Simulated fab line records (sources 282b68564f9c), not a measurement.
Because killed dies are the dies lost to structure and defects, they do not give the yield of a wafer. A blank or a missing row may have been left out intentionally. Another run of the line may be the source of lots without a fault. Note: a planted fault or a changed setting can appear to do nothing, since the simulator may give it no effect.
Commonality check across tools | flow rit-cmos | Lots sampled 13, wafers sampled 42

== REASON FOR OPENING ==
At RIT_ACTIVE_THK_MEAS_04 the reading ACTIVE_NITRIDE_THK is flagged on 1 of 13 lots. Fault-free wafers read 150.2 nm, with a standard deviation of 1.2.
Rule: a lot is flagged in two cases, either no wafer of it has a number, or all its wafers with numbers fall more than 4 standard deviations from that mean. The rest of the lots are taken to be sound.

lot  | measured    | on            | ACTIVE_NITRIDE_THK (nm), wafer by wafer | flag
L199 | day 1 14:51 | film-metro-02 | 152.2 153.3 151.1                       |
L200 | day 1 20:28 | film-metro-03 | 148.5 148.0 147.3                       |
L201 | day 2 00:49 | film-metro-04 | 149.3 148.6 148.8                       |
L202 | day 2 05:19 | film-metro-02 | 149.3 149.7 149.6                       |
L206 | day 3 00:32 | film-metro-02 | 151.4 151.5 150.9                       |
L207 | day 3 05:32 | film-metro-03 | 253.6 253.9 252.2 253.4 253.9 252.4     | FLAGGED
L209 | day 3 17:03 | film-metro-03 | 149.6 151.0 150.8                       |
L213 | day 4 11:59 | film-metro-02 | 150.1 148.3 149.0                       |
L215 | day 4 22:59 | film-metro-04 | 150.4 151.2 150.9                       |
L219 | day 5 17:52 | film-metro-03 | 150.7 149.7 150.5                       |
L220 | day 5 22:32 | film-metro-04 | 151.7 151.0 151.3                       |
L221 | day 6 04:23 | film-metro-04 | 149.6 150.8 151.0                       |
L222 | day 6 09:23 | film-metro-03 | 147.3 148.7 148.6                       |
Average over the flagged lots: 253.2 nm; offset from the usual +103.0 nm, equal to +86 standard deviations.

== WHICH TOOL EACH LOT WENT THROUGH ==
The record keeps 1 process step preceding the reading, out of 202 steps on the route. Cell contents, in order: the tool; ch with the chambers the sampled wafers went through; the start.
lot  | flag    | RIT_ACTIVE_CVD_03
L199 |         | lpcvd-01 ch 1, day 1 13:24
L200 |         | lpcvd-01 ch 0, day 1 19:02
L201 |         | lpcvd-02 ch 1, day 1 23:24
L202 |         | lpcvd-02 ch 1, day 2 03:53
L206 |         | lpcvd-01 ch 1, day 2 23:07
L207 | FLAGGED | lpcvd-02 ch 0, day 3 04:07
L209 |         | lpcvd-01 ch 1, day 3 15:38
L213 |         | lpcvd-01 ch 0, day 4 10:34
L215 |         | lpcvd-01 ch 1, day 4 21:34
L219 |         | lpcvd-01 ch 1, day 5 16:26
L220 |         | lpcvd-02 ch 1, day 5 21:07
L221 |         | lpcvd-01 ch 1, day 6 02:58
L222 |         | lpcvd-01 ch 1, day 6 07:58
What the steps here do:
- RIT_ACTIVE_CVD_03: deposits Si3N4 from SiH2Cl2/NH3, target thk 150 nm, time 1500 s.
- RIT_ACTIVE_THK_MEAS_04

== FLAGGED OVER TOTAL, TOOL BY TOOL (the gauges that took the reading come last) ==
step                   | tool          | lots run | flagged | share of the flagged lots | sound lots run after its first flagged lot
RIT_ACTIVE_CVD_03      | lpcvd-01      | 9        | 0       | none                      | -
RIT_ACTIVE_CVD_03      | lpcvd-02      | 4        | 1       | all                       | 1 (L220)
RIT_ACTIVE_THK_MEAS_04 | film-metro-02 | 4        | 0       | none                      | -
RIT_ACTIVE_THK_MEAS_04 | film-metro-03 | 5        | 1       | all                       | 3 (L209,L219,L222)
RIT_ACTIVE_THK_MEAS_04 | film-metro-04 | 4        | 0       | none                      | -

== THE TABLE: WHAT IT ALLOWS ==
lpcvd-02 at RIT_ACTIVE_CVD_03 and film-metro-03 at RIT_ACTIVE_THK_MEAS_04 are the 2 rows of the table that ran each flagged lot.
- lpcvd-02 at RIT_ACTIVE_CVD_03: 1 of its 4 lots flagged. Sound lots followed the first flagged one (L220) on it, something a lasting fault affecting the whole tool could not allow. Its own readings (spike-tc-centre-C, spike-tc-load-C, spike-tc-source-C, susceptor-temp-C, zone-power-source-pct) fall more than 4 standard deviations out on all wafers of the flagged lots.
- film-metro-03 at RIT_ACTIVE_THK_MEAS_04: 1 of its 5 lots flagged. Sound lots followed the first flagged one (L209, L219, L222) on it, something a lasting fault affecting the whole tool could not allow.
No row of the table ran every flagged lot and no sound lot after the first.

== WHAT HAD BEEN PUT IN BY THE SIMULATOR ==
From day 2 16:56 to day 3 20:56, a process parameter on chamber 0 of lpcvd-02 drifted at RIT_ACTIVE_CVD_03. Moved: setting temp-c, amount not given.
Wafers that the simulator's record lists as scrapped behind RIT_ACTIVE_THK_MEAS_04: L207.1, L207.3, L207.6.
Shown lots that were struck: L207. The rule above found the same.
